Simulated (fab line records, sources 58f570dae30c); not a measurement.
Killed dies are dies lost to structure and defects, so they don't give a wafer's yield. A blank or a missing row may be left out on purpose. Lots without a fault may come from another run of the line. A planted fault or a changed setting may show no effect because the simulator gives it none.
Split-lot experiment | flow berkeley_cmos170 | 5 lots, 23 wafers read, on a route of 331 steps

THE SPLIT
At UCB170_M2_EXPOSE_12 (exposes mask METAL2, target cd 700 nm), the setting dose_mj was moved away from the recipe's 26 on 8 of the 23 wafers read, by -3.5% to +6.9%. The other wafers ran this setting at the recipe's value.

FROM THE SPLIT TO THE READING: what the file shows between them, 2 steps
- UCB170_M2_PEB_13
- UCB170_M2_DEVELOP_14: develop time 45 s

THE READING
cd_nm, in nm, at UCB170_M2_CD_MEAS_15 (target cd 700 nm). Fault-free wafers of this fab line usually give 699.7 nm, standard deviation 1.5 nm.

wafer  | tool, chamber at the split | dose_mj as run | against the recipe | cd_nm, nm | against lot-mates on the recipe
L076.1 | krf_scanner-02, 0          | 26             | recipe             | 698.7     | -
L076.2 | krf_scanner-02, 0          | 27.42          | +5.5%              | 689.9     | -9.5
L076.3 | krf_scanner-02, 0          | 27.42          | +5.5%              | 690.3     | -9.1
L076.4 | krf_scanner-02, 0          | 26             | recipe             | 699.5     | -
L076.6 | krf_scanner-02, 0          | 26             | recipe             | 700.0     | -
L077.1 | krf_scanner-02, 0          | 27.79          | +6.9%              | 687.9     | -11.1
L077.2 | krf_scanner-02, 0          | 27.79          | +6.9%              | 685.9     | -13.1
L077.3 | krf_scanner-02, 0          | 27.79          | +6.9%              | 687.1     | -11.9
L077.4 | krf_scanner-02, 0          | 26             | recipe             | 699.4     | -
L077.6 | krf_scanner-02, 0          | 26             | recipe             | 698.6     | -
L081.4 | krf_scanner-01, 0          | 26             | recipe             | 699.0     | -
L081.5 | krf_scanner-01, 0          | 26             | recipe             | 698.5     | -
L081.6 | krf_scanner-01, 0          | 26             | recipe             | 697.5     | -
L085.1 | krf_scanner-01, 0          | 26             | recipe             | 701.6     | -
L085.2 | krf_scanner-01, 0          | 26             | recipe             | 702.0     | -
L085.4 | krf_scanner-01, 0          | 26             | recipe             | 701.8     | -
L085.5 | krf_scanner-01, 0          | 26             | recipe             | 703.3     | -
L085.6 | krf_scanner-01, 0          | 26             | recipe             | 701.3     | -
L084.1 | krf_scanner-02, 0          | 26             | recipe             | 698.0     | -
L084.2 | krf_scanner-02, 0          | 25.09          | -3.5%              | 704.4     | +6.9
L084.3 | krf_scanner-02, 0          | 25.09          | -3.5%              | 705.1     | +7.6
L084.5 | krf_scanner-02, 0          | 25.09          | -3.5%              | 704.5     | +7.0
L084.6 | krf_scanner-02, 0          | 26             | recipe             | 697.0     | -

THE FIT
A straight line over all 23 wafers: cd_nm changes by -1.74 nm for each +1% of dose_mj; r = -0.96; the points scatter about the line by 1.6 nm.
The same after taking each lot's own level away (the mean of its wafers on the recipe; 23 wafers): -1.8 nm for each +1%; r = -0.99; scatter 0.68 nm.
On that fit, the largest move of dose_mj shifts the reading by 12 nm.
The lots' own levels span 697.50 to 702.00 nm, that is 3.0 times the standard deviation above.
So the lot-to-lot level changes the slope little: the two slopes agree.
Check: with one of the wafers moved furthest among these (+6.9%) left out of the fit, the line predicts -12.5 nm for it against its lot-mates. It came out at -11.1 nm against them.

THE WHOLE CHAIN: every reading that the file lists as answering this split, in the file's order
step                 | what it does         | reading                                                   | change (the file's fit)              | r (the file's)
UCB170_M2_CD_MEAS_15 | target cd 700 nm     | cd_nm                                                     | -1.77 nm for each +1% of the setting | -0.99
UCB170_M2_ETCH_17    | etches BARC in N2/H2 | M2.cd_nm (the simulator's own value, which no gauge read) | -1.78 nm for each +1% of the setting | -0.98

THE FILE'S OWN FIT
cd_nm changes by -1.77 nm for each +1% of dose_mj, r = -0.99.
